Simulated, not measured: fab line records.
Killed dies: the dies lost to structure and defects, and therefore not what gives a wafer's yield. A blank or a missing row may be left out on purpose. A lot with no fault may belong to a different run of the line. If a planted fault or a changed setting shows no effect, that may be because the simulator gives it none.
The tool behind it: which one? | flow berkeleyCmos170 | route of 331 steps, sampled at 1 step: 7 lots, 21 wafers

WHAT THE GAUGES READ, wafer by wafer
UCB170_GATE_THK_MEAS_05.
lot  | measured     | on           | GATE_POLY_THK (nm)
L358 | day 6 15:13  | filmMetro-04 | 213.9 212.0 212.8
L359 | day 7 01:29  | filmMetro-04 | 212.7 212.0 213.1
L362 | day 7 11:25  | filmMetro-01 | 216.2 215.0 215.0
L368 | day 8 22:25  | filmMetro-02 | 214.0 211.8 213.6
L372 | day 10 07:05 | filmMetro-02 | 213.5 214.7 213.3
L374 | day 10 07:06 | filmMetro-01 | 216.3 216.3 216.6
L378 | day 11 05:47 | filmMetro-04 | 214.4 213.2 214.5

TOOL THAT RAN EACH LOT (tool first, then ch and the chambers of the sampled wafers, then the start)
Before these readings, the record contains no process step.

THE ANSWER, worked out from the rows above alone
Rule: what is usual is taken from the lots themselves. The widest of any qualifying gaps counts: lots, ordered by their means at a reading, are off when they make up no more than a third of the lots, leave a main group of 4 or more, and stand apart from it by 3 or more times the standard deviation of that group's means. If all means in a main group match to the digits the tables above print for the reading, that group is not used. A lot without any number at a reading at which 4 lots or more have one is off too. All remaining lots with rows at the step are treated as sound.
Across all readings shown, no lot is off: no conclusion can be drawn from this.

WHAT HAD BEEN PUT IN BY THE SIMULATOR
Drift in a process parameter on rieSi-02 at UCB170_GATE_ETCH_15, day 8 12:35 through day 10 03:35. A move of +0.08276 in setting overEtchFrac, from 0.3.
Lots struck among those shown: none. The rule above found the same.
